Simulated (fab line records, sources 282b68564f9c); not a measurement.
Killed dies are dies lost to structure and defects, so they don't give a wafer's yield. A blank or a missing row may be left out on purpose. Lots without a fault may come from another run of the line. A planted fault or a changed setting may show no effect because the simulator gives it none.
fab line records | flow rit_cmos
record lots=7 wafers=21 last_day=7
route steps=202 shown ACTIVE@1 FOX1@20 FOX2@23 NWELL@28 REOX@101 SPACER@125 M1@202
lots that met no fault: from a run of the same line without faults
start_h: hours from the record's first day to the start of the lot's first wafer shown | wait_h: hours since the lot's step before | " the same as in the row above | L1.1+2: a row that stands for several wafers | - no value, or no start given | * or withheld: withheld | < > ~ a bound
route shown NAME@n: a module of which the file shows steps, and the number in the route of the first | usual: mean/standard deviation of fault-free wafers | same: alike in all rows | chamber/n: place in a boat | sites: the reading at each site | _std_site: their standard deviation | _edge_site: outer sites' mean less inner sites' | radius_mm: how far each site lies from the wafer's centre | mask NAME#n: copy n | behind: the tool/chamber that last shaped the wafer | hold: why the lot was held/for how many hours/how that ended | device: the transistor (n, p or np) that didn't switch | end of line: the same wafers' tests at the end of the route | a step without rows: its recipe alone | killed: dies lost to structure and defects at the first sort, not the wafer's yield | map: a wafer's dies, x killed, . not, _ none there
set.NAME: the setting as run; set.NAME@STEP: as run at that earlier step | model.NAME: the simulator's own value behind a step, which no gauge read
lots at some steps of the route; a table a step, a row a wafer
services: from which hour (start_h, from the record's first day; less than 0 if before it) a tool's chamber was out of use, for how many hours, and why
## steps
# step RIT_ACTIVE_BOW_MEAS_00
# recipe mode=bow
# usual INCOMING_BOW=0/6.4
# columns lot.wafer tool chamber start_h wait_h INCOMING_BOW[um]
L618.1 film_metro-04 - 10.00 - -3
L618.3 " - " " 6
L618.4 " - " " 5
L622.3 film_metro-04 - 30.04 - -2
L622.4 " - " " -12
L622.6 " - " " -9
L623.1 film_metro-03 - 35.00 - -2
L623.3 " - " " -2
L623.5 " - " " -9
L624.1 film_metro-02 - 40.00 - 1
L624.2 " - " " 1
L624.6 " - " " 7
L627.2 film_metro-04 - 55.02 - 5
L627.5 " - " " -5
L627.6 " - " " 2
L638.1 film_metro-02 - 110.00 - 2
L638.4 " - " " -3
L638.6 " - " " 6
L641.3 film_metro-03 - 125.04 - 5
L641.4 " - " " 5
L641.6 " - " " -5
# step RIT_ACTIVE_OXIDATION_01
# recipe temp_c=1000 ambient=O2 target_thk_a=468 ox_time_s=3360
# columns lot.wafer tool chamber start_h wait_h model.SiO2_of_ACTIVE_OXIDATION_01.thk_nm
L618.1 furnace-04 0 10.94 0.9 47.14
L618.3 " 0 " " 47.35
L618.4 " 0 " " 46.81
L622.3 furnace-03 0 30.66 0.6 47.87
L622.4 " 0 " " 47.47
L622.6 " 0 " " 47.2
L623.1 furnace-04 0 38.38 3.4 34.06
L623.3 " 0 " " 34.31
L623.5 " 0 " " 34.78
L624.1 furnace-04 0 41.39 1.4 36.39
L624.2 " 0 " " 36.98
L624.6 " 0 " " 35.85
L627.2 furnace-04 0 56.12 1.1 36.24
L627.5 " 0 " " 36.04
L627.6 " 0 " " 36.39
L638.1 furnace-03 0 112.68 2.7 48.03
L638.4 " 0 " " 47.06
L638.6 " 0 " " 46.76
L641.3 furnace-03 0 128.07 3.0 48.27
L641.4 " 0 " " 48.38
L641.6 " 0 " " 48.42
# step RIT_ACTIVE_THK_MEAS_02
# recipe reads=SiO2_of_ACTIVE_OXIDATION_01
# usual ACTIVE_OXIDE_THK=47.0/0.84
# columns lot.wafer tool chamber start_h wait_h hold ACTIVE_OXIDE_THK[nm]
L618.1 film_metro-02 - 12.88 0.0 - 47.2
L618.3 " - " " - 47.4
L618.4 " - " " - 46.8
L622.3 film_metro-02 - 32.61 0.0 - 47.8
L622.4 " - " " - 47.5
L622.6 " - " " - 47.2
L623.1 film_metro-02 - 40.31 0.0 await_dispo/0.2h/release 34.1
L623.3 " - " " await_dispo/0.2h/release 34.3
L623.5 " - " " await_dispo/0.2h/release 34.8
L623.1 film_metro-02 - 40.54 0.2 - 34.0
L623.3 " - " " - 34.3
L623.5 " - " " - 34.8
L624.1 film_metro-04 - 43.32 0.0 await_dispo/0.2h/release 36.4
L624.2 " - " " await_dispo/0.2h/release 37.0
L624.6 " - " " await_dispo/0.2h/release 35.9
L624.1 film_metro-04 - 43.55 0.2 - 36.4
L624.2 " - " " - 36.9
L624.6 " - " " - 35.9
L627.2 film_metro-03 - 58.07 0.0 await_dispo/0.2h/release 36.2
L627.5 " - " " await_dispo/0.2h/release 36.0
L627.6 " - " " await_dispo/0.2h/release 36.4
L627.2 film_metro-03 - 58.29 0.2 - 36.2
L627.5 " - " " - 36.0
L627.6 " - " " - 36.4
L638.1 film_metro-02 - 114.62 0.0 - 48.1
L638.4 " - " " - 47.1
L638.6 " - " " - 46.7
L641.3 film_metro-04 - 130.03 0.0 - 48.2
L641.4 " - " " - 48.3
L641.6 " - " " - 48.4
# step RIT_ACTIVE_THK_MEAS_04
# recipe reads=Si3N4_of_ACTIVE_CVD_03
# usual ACTIVE_NITRIDE_THK=149.9/1.3
# columns lot.wafer tool chamber start_h wait_h ACTIVE_NITRIDE_THK[nm]
L618.1 film_metro-04 - 14.35 0.0 149.1
L618.3 " - " " 149.4
L618.4 " - " " 149.0
L622.3 film_metro-02 - 34.09 0.0 150.3
L622.4 " - " " 149.2
L622.6 " - " " 149.4
L624.1 film_metro-04 - 51.75 0.0 149.6
L624.2 " - " " 148.5
L624.6 " - " " 150.0
L623.1 film_metro-03 - 52.46 0.1 150.1
L623.3 " - " " 149.2
L623.5 " - " " 149.9
L627.2 film_metro-02 - 62.54 0.0 150.1
L627.5 " - " " 150.5
L627.6 " - " " 150.9
L638.1 film_metro-02 - 116.09 0.0 150.1
L638.4 " - " " 151.5
L638.6 " - " " 149.3
L641.3 film_metro-04 - 131.50 0.0 152.6
L641.4 " - " " 150.6
L641.6 " - " " 152.9
# step RIT_ACTIVE_HMDS_05
# recipe prime_time_s=60 prime_temp_c=140
# step RIT_ACTIVE_COAT_06
# recipe resist=NOVOLAK spin_rpm=3250 resist_thk_nm=1000
# step RIT_ACTIVE_SOFTBAKE_07
# recipe resist=NOVOLAK temp_c=90 time_s=60
# step RIT_ACTIVE_EXPOSE_08
# recipe mask_id=M1 na=0.6 source_shape=conventional sigma_outer=0.6 target_cd_nm=1400 dose_mj=225
# step RIT_ACTIVE_PEB_09
# recipe resist=NOVOLAK temp_c=withheld time_s=withheld
# step RIT_ACTIVE_DEVELOP_10
# recipe resist=NOVOLAK develop_time_s=50 dev_temp_c=23.68
# step RIT_ACTIVE_CD_MEAS_11
# recipe target_cd_nm=1400
# usual cd_nm=1399.9/2.1
# columns lot.wafer tool chamber start_h wait_h cd_nm
L618.1 cd_sem-01 - 15.39 - 1398.9
L618.3 " - " " 1397.6
L618.4 " - " " 1398.8
L622.3 cd_sem-01 - 35.14 - 1402.6
L622.4 " - " " 1399.4
L622.6 " - " " 1398.6
L624.1 cd_sem-02 - 53.05 - 1398.8
L624.2 " - " " 1400.4
L624.6 " - " " 1400.8
L623.1 cd_sem-02 - 53.78 - 1398.9
L623.3 " - " " 1400.4
L623.5 " - " " 1401.6
L627.2 cd_sem-01 - 63.68 - 1401.3
L627.5 " - " " 1402.3
L627.6 " - " " 1400.9
L638.1 cd_sem-02 - 117.13 - 1402.5
L638.4 " - " " 1401.6
L638.6 " - " " 1401.8
L641.3 cd_sem-02 - 132.62 - 1397.3
L641.4 " - " " 1397.0
L641.6 " - " " 1396.6
# step RIT_ACTIVE_HARDBAKE_12
# recipe resist=NOVOLAK temp_c=140 time_s=60
# step RIT_ACTIVE_ETCH_13
# recipe stop_on=SiO2 chemistry=SF6 target=Si3N4 time_s=210 over_etch_frac=0.4 SF6_flow_sccm=200 pressure_mtorr=260 rf_w=125 target_depth_a=2100
# usual drypump_motor_current_A=5.7/0.44 oes_product_au=0.816/0.012 rf_fwd_power_W=124.6/0.37 throttle_valve_pct=7.52/0.12
# columns lot.wafer tool chamber start_h wait_h drypump_motor_current_A oes_product_au rf_fwd_power_W rf_hours_counter_h throttle_valve_pct
L618.1 rie_diel-02 2 15.66 0.1 5.3 0.845 124.8 64 7.34
L618.3 " 3 " " 6.0 0.826 124.3 29 7.73
L618.4 " 1 " " 5.2 0.828 124.5 69 7.46
L622.3 rie_diel-02 2 35.37 0.1 5.3 0.844 124.9 65 7.35
L622.4 " 1 " " 5.2 0.831 124.6 69 7.45
L622.6 " 2 " " 5.3 0.836 124.7 - 7.34
L624.1 rie_diel-04 3 53.32 0.1 5.9 0.809 124.9 129 7.43
L624.2 " 0 " " 4.8 0.810 124.0 77 7.73
L624.6 " 1 " " 6.2 0.786 124.5 - 7.45
L623.1 rie_diel-02 2 54.05 0.1 5.3 0.837 124.3 65 7.34
L623.3 " 0 " " 5.8 0.808 124.2 37 7.42
L623.5 " 1 " " 5.2 0.839 124.7 - 7.46
L627.2 rie_diel-02 0 64.08 0.1 5.8 0.809 124.3 38 7.41
L627.5 " 1 " " 5.2 0.837 125.0 - 7.47
L627.6 " 3 " " 6.0 0.827 124.8 - 7.74
L638.1 rie_diel-04 1 117.40 0.1 6.2 0.802 124.7 122 7.46
L638.4 " 0 " " 4.8 0.818 124.2 79 7.71
L638.6 " 3 " " 5.9 0.812 124.8 - 7.43
L641.3 rie_diel-01 2 132.85 0.1 6.0 0.810 124.7 83 7.52
L641.4 " 3 " " 6.0 0.829 124.7 6 7.56
L641.6 " 1 " " 5.6 0.809 124.4 - 7.49
# step RIT_ACTIVE_STRIP_14
# recipe chemistry=O2 time_s=180 resist=NOVOLAK platen_temp_c=withheld power_w=500 pressure_mtorr=4000 o2_flow_sccm=4000
# usual drypump_motor_current_A=5.4/0.42 rf_refl_power_W=5.8/1.8
# columns lot.wafer tool chamber start_h wait_h drypump_motor_current_A rf_hours_counter_h rf_refl_power_W
L618.1 plasma_asher-04 1 15.79 0.1 5.3 37 3.4
L618.3 " 0 " " 5.9 - 6.8
L618.4 " 1 " " 5.3 - 3.5
L622.3 plasma_asher-03 0 35.56 0.1 5.9 - 4.3
L622.4 " 1 " " 5.7 - 7.1
L622.6 " 0 " " 5.9 - 4.4
L624.1 plasma_asher-01 1 53.45 0.1 4.8 38 8.2
L624.2 " 0 " " 5.0 38 4.4
L624.6 " 1 " " 4.8 - 8.3
L623.1 plasma_asher-03 0 56.00 1.9 5.9 24 4.2
L623.3 " 0 " " 5.9 - 4.2
L623.5 " 0 " " 5.9 - 4.3
L627.2 plasma_asher-01 0 64.21 0.1 5.0 40 4.3
L627.5 " 0 " " 5.1 - 4.4
L627.6 " 1 " " 4.9 - 8.1
L638.1 plasma_asher-03 0 117.53 0.1 5.9 30 4.3
L638.4 " 0 " " 5.9 - 4.2
L638.6 " 1 " " 5.7 - 7.4
L641.3 plasma_asher-01 0 133.05 0.1 5.0 - 4.5
L641.4 " 1 " " 4.8 - 8.1
L641.6 " 0 " " 5.0 - 4.4
# step RIT_ACTIVE_CD_MEAS_90
# recipe target_cd_nm=1400
# usual cd_nm=1399.9/2.1
# columns lot.wafer tool chamber start_h wait_h cd_nm
L618.1 cd_sem-02 - 15.97 0.1 1399.4
L618.3 " - " " 1397.7
L618.4 " - " " 1398.9
L622.3 cd_sem-01 - 35.72 0.1 1401.9
L622.4 " - " " 1398.9
L622.6 " - " " 1398.5
L624.1 cd_sem-02 - 53.63 0.1 1398.8
L624.2 " - " " 1401.0
L624.6 " - " " 1401.1
L623.1 cd_sem-01 - 56.18 0.1 1398.7
L623.3 " - " " 1400.7
L623.5 " - " " 1401.7
L627.2 cd_sem-01 - 64.41 0.1 1400.8
L627.5 " - " " 1402.1
L627.6 " - " " 1401.3
L638.1 cd_sem-01 - 117.71 0.1 1402.0
L638.4 " - " " 1401.6
L638.6 " - " " 1402.1
L641.3 cd_sem-02 - 133.20 0.1 1397.2
L641.4 " - " " 1396.9
L641.6 " - " " 1397.2
# step RIT_ACTIVE_CLEAN_15
# recipe chemistry=SC1 mix=3:3:50 time_s=575.9 temp_c=75
# step RIT_ACTIVE_CLEAN_16
# recipe chemistry=dHF dilution=50:1 time_s=30
# step RIT_ACTIVE_CLEAN_17
# recipe chemistry=SC2 mix=3:3:50 time_s=600 temp_c=75 dry=n2_spin
# step RIT_FOX1_OXIDATION_00
# recipe temp_c=1100 ambient=H2O target_thk_a=3507 p_h2o_torr=720 ox_time_s=1130
# step RIT_FOX1_THK_MEAS_01
# recipe reads=SiO2_of_FOX1_OXIDATION_00
# usual FOX1_OXIDE_THK=353/7.1
# columns lot.wafer tool chamber start_h wait_h FOX1_OXIDE_THK[nm]
L618.1 film_metro-02 - 19.27 0.0 350
L618.3 " - " " 357
L618.4 " - " " 350
L622.3 film_metro-03 - 40.56 0.0 350
L622.4 " - " " 351
L622.6 " - " " 352
L624.1 film_metro-01 - 56.36 0.0 350
L624.2 " - " " 350
L624.6 " - " " 345
L623.1 film_metro-03 - 58.83 0.0 352
L623.3 " - " " 356
L623.5 " - " " 350
L627.2 film_metro-03 - 66.80 0.0 354
L627.5 " - " " 352
L627.6 " - " " 348
L638.1 film_metro-02 - 119.56 0.0 360
L638.4 " - " " 355
L638.6 " - " " 361
L641.3 film_metro-01 - 136.15 0.0 353
L641.4 " - " " 363
L641.6 " - " " 359
# step RIT_FOX1_WET_ETCH_02
# recipe chemistry=BOE target_depth_nm=350 time_s=390 temp_c=21.5 dry=n2_spin dilution=10:1 target=SiO2
# step RIT_FOX2_OXIDATION_00
# recipe temp_c=1100 ambient=H2O target_thk_a=3507 p_h2o_torr=720 ox_time_s=1130
# step RIT_FOX2_THK_MEAS_01
# recipe reads=SiO2_of_FOX2_OXIDATION_00
# usual FOX2_OXIDE_THK=350/7.9
# columns lot.wafer tool chamber start_h wait_h FOX2_OXIDE_THK[nm]
L618.1 film_metro-03 - 22.33 0.0 364
L618.3 " - " " 357
L618.4 " - " " 354
L622.3 film_metro-04 - 44.01 0.0 340
L622.4 " - " " 338
L622.6 " - " " 339
L623.1 film_metro-01 - 60.45 0.0 355
L623.3 " - " " 355
L623.5 " - " " 357
L638.1 film_metro-04 - 121.06 0.0 366
L638.4 " - " " 359
L638.6 " - " " 365
L641.3 film_metro-01 - 138.39 0.0 356
L641.4 " - " " 359
L641.6 " - " " 351
# step RIT_FOX2_CLEAN_02
# recipe chemistry=dHF dilution=50:1 time_s=180
# step RIT_FOX2_WET_ETCH_03
# recipe chemistry=H3PO4 target=Si3N4 target_depth_nm=195 temp_c=165 time_s=2700
# usual temp_c=164.98/0.15
# columns lot.wafer tool chamber start_h wait_h temp_c model.SiO2_of_ACTIVE_OXIDATION_01.thk_nm
L618.1 wet_bench-02 3 22.46 0.0 164.97 40.8
L618.3 " 3 " " 165.00 42.03
L618.4 " 3 " " 164.96 41.57
L622.3 wet_bench-02 0 44.11 0.0 165.37 41.57
L622.4 " 0 " " 164.98 42.29
L622.6 " 0 " " 164.92 40.97
L623.1 wet_bench-02 2 60.57 0.0 165.09 29.15
L623.3 " 2 " " 165.23 29.38
L623.5 " 2 " " 165.28 30.85
L638.1 wet_bench-04 3 121.18 0.0 164.63 42.67
L638.4 " 3 " " 165.01 41.79
L638.6 " 3 " " 164.84 41.51
L641.3 wet_bench-01 2 138.50 0.0 165.06 42.46
L641.4 " 2 " " 165.06 42.86
L641.6 " 2 " " 165.16 42.91
# step RIT_FOX2_THK_MEAS_90
# recipe reads=SiO2_of_FOX2_OXIDATION_00
# usual FIELD_OXIDE_LEFT_1_THK=323/7.9
# columns lot.wafer tool chamber start_h wait_h FIELD_OXIDE_LEFT_1_THK[nm]
L618.1 film_metro-03 - 23.21 0.0 336
L618.3 " - " " 330
L618.4 " - " " 326
L622.3 film_metro-03 - 44.89 0.0 313
L622.4 " - " " 311
L622.6 " - " " 311
L623.1 film_metro-03 - 61.32 0.0 328
L623.3 " - " " 327
L623.5 " - " " 330
L638.1 film_metro-03 - 122.01 0.0 338
L638.4 " - " " 331
L638.6 " - " " 337
L641.3 film_metro-04 - 139.28 0.0 329
L641.4 " - " " 332
L641.6 " - " " 323
# step RIT_NWELL_HMDS_00
# recipe prime_time_s=60 prime_temp_c=140
# step RIT_NWELL_COAT_01
# recipe resist=NOVOLAK spin_rpm=2000 resist_thk_nm=1300
# step RIT_NWELL_SOFTBAKE_02
# recipe resist=NOVOLAK temp_c=90 time_s=60
# step RIT_NWELL_EXPOSE_03
# recipe mask_id=M2 na=0.57 target_cd_nm=43900 dose_mj=250
# step RIT_REOX_OXIDATION_03
# recipe temp_c=900 ambient=O2 target_thk_a=252 ox_time_s=5580
# columns lot.wafer tool chamber start_h wait_h model.SiO2_of_REOX_OXIDATION_03.thk_nm
L618.1 furnace-01 0 48.27 0.6 24.71
L618.3 " 0 " " 25.21
L618.4 " 0 " " 25.49
L622.3 furnace-03 0 64.73 0.0 25.44
L622.4 " 0 " " 25.62
L622.6 " 0 " " 25.74
L623.1 furnace-04 0 84.18 0.7 24.68
L623.3 " 0 " " 24.58
L623.5 " 0 " " 24.44
L638.1 furnace-01 0 143.40 1.1 26
L638.4 " 0 " " 26.01
L638.6 " 0 " " 25.94
L641.3 furnace-01 0 159.25 0.0 24.89
L641.4 " 0 " " 25.31
L641.6 " 0 " " 25.16
# step RIT_SPACER_CLEAN_00
# recipe chemistry=SC1 mix=3:3:50 time_s=600 temp_c=75
# usual temp_c=74.99/0.11
# columns lot.wafer tool chamber start_h wait_h temp_c model.SiO2_of_REOX_OXIDATION_03.thk_nm
L618.1 wet_bench-04 2 53.88 0.1 74.95 22.78
L618.3 " 2 " " 75.05 23.24
L618.4 " 2 " " 75.04 23.49
L622.3 wet_bench-03 2 70.44 0.0 74.94 23.48
L622.4 " 2 " " 75.04 23.64
L622.6 " 2 " " 74.97 23.76
L623.1 wet_bench-03 1 90.02 0.1 74.93 22.77
L623.3 " 1 " " 75.20 22.69
L623.5 " 1 " " 75.09 22.56
L638.1 wet_bench-01 0 149.42 0.1 75.04 24.04
L638.4 " 0 " " 75.01 24.05
L638.6 " 0 " " 75.02 23.99
L641.3 wet_bench-01 1 164.83 0.0 74.97 22.97
L641.4 " 1 " " 75.02 23.36
L641.6 " 1 " " 74.92 23.22
# step RIT_M1_PROBE_99
# usual killed_at_front_end=7/3.2 killed_dies=7/3.2 killed_open=3.5/2.2 killed_short=3.6/2.1
# same gross_dies=264 killed_at_M0_to_M3=0 killed_at_M4_up=0 killed_at_back_side=0 killed_at_contacts=0 killed_at_other=0
# columns lot.wafer tool chamber start_h wait_h killed_at_front_end killed_dies killed_open killed_short
L622.3 prober-02 - 84.08 0.2 6 6 3 3
L622.4 prober-02 - 84.13 0.2 11 11 7 4
L622.6 prober-02 - 84.23 0.2 6 6 4 2
L623.1 prober-01 - 103.05 0.1 6 6 3 3
L623.3 prober-01 - 103.15 0.2 5 5 4 1
L623.5 prober-01 - 103.25 0.2 7 7 3 4
L638.1 prober-01 - 163.27 0.1 11 11 7 4
L638.4 prober-01 - 163.42 0.2 5 5 0 5
L638.6 prober-01 - 163.52 0.2 7 7 4 3
# killed by level:class
L622.3 GATE:geometric_particle:open=2 GATE:geometric_particle:short=2 SPACER:geometric_particle:open=1 SPACER:geometric_particle:short=1
L622.4 GATE:geometric_particle:open=3 GATE:geometric_particle:short=2 SPACER:geometric_particle:open=2 FOX1:geometric_particle:open=1 FOX1:geometric_particle:short=1 REOX:geometric_particle:open=1 SILICIDE:geometric_particle:short=1
L622.6 GATE:geometric_particle:open=2 FOX1:geometric_particle:open=1 FOX1:geometric_particle:short=1 GATE:geometric_particle:short=1 SPACER:geometric_particle:open=1
L623.1 GATE:geometric_particle:open=3 GATE:geometric_particle:short=2 FOX2:geometric_particle:short=1
L623.3 GATE:geometric_particle:open=2 FOX2:geometric_particle:open=1 GATE:geometric_particle:short=1 SILICIDE:geometric_particle:open=1
L623.5 SPACER:geometric_particle:short=2 SILICIDE:geometric_particle:short=2 FOX1:geometric_particle:open=1 REOX:geometric_particle:open=1 SILICIDE:geometric_particle:open=1
L638.1 GATE:geometric_particle:open=4 GATE:geometric_particle:short=2 FOX1:geometric_particle:short=1 REOX:geometric_particle:open=1 REOX:geometric_particle:short=1 SPACER:geometric_particle:open=1 SILICIDE:geometric_particle:open=1
L638.4 FOX1:geometric_particle:short=2 FOX2:geometric_particle:short=2 GATE:geometric_particle:short=1
L638.6 GATE:geometric_particle:open=2 REOX:geometric_particle:short=2 FOX1:geometric_particle:open=1 REOX:geometric_particle:open=1 SPACER:geometric_particle:short=1
## services
# columns tool chamber start_h hours kind
plasma_asher-04 - -6.00 2.7 repair
rie_diel-01 2 5.38 3.6 repair
plasma_asher-04 - 17.94 6.0 repair
wet_bench-04 - 19.21 6.3 repair
furnace-04 - 19.27 4.0 pm
furnace-01 - 20.56 2.9 pm
furnace-01 - 23.43 3.4 pm
plasma_asher-04 - 43.51 3.7 repair
rie_diel-01 1 49.92 13.7 repair
plasma_asher-04 - 51.11 3.1 repair
rie_diel-01 2 52.35 3.6 repair
rie_diel-04 2 62.58 1.5 repair
plasma_asher-03 - 69.14 3.4 repair
plasma_asher-04 - 77.09 1.1 repair
rie_diel-01 - 84.90 2.8 pm
rie_diel-01 - 90.31 14.6 pm
rie_diel-04 3 103.86 3.8 repair
plasma_asher-04 - 108.75 9.0 pm
rie_diel-02 3 121.40 9.6 repair
plasma_asher-03 - 121.61 15.6 pm
rie_diel-01 1 123.80 4.4 repair
furnace-04 - 126.82 4.3 pm
plasma_asher-03 - 146.76 0.7 repair
plasma_asher-01 - 160.90 2.8 pm
## key
first_sign step=RIT_ACTIVE_THK_MEAS_02 reading=visit direction=added
effect step=RIT_ACTIVE_THK_MEAS_02 reading=ACTIVE_OXIDE_THK direction=down sigmas=14 usual=47.0 struck=35.7
model_effect step=RIT_ACTIVE_OXIDATION_01 value=SiO2_of_ACTIVE_OXIDATION_01.thk_nm without=46.55 struck=35.67
model_effect step=RIT_FOX2_WET_ETCH_03 value=SiO2_of_ACTIVE_OXIDATION_01.thk_nm without=39.44 struck=29.79
model_effect step=RIT_REOX_OXIDATION_03 value=SiO2_of_REOX_OXIDATION_03.thk_nm without=25.42 struck=24.57
model_effect step=RIT_SPACER_CLEAN_00 value=SiO2_of_REOX_OXIDATION_03.thk_nm without=23.46 struck=22.68
met_at RIT_ACTIVE_OXIDATION_01
struck_wafers L623.1,L623.3,L623.5,L624.1,L624.2,L624.6,L627.2,L627.5,L627.6
rows_end L624.1,L624.2,L624.6,L627.2,L627.5,L627.6
tester_left_out L623
fault kind=process_parameter_drift tool=furnace-04 chamber=- onset_h=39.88 steps=RIT_ACTIVE_OXIDATION_01 channel=ox_time_s offset=* shape=step end_h=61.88 acts_in=* stated=*
# tester_left_out: of these lots the tester's yield and bins aren't shown, on N5 and GAA mostly nor the transistor test; their killed dies are dies lost to structure and defects alone, not to doping, threshold or leakage, so they don't give the yield
# rows_end: these wafers met a further fault down the route, and their rows from its step on are left out
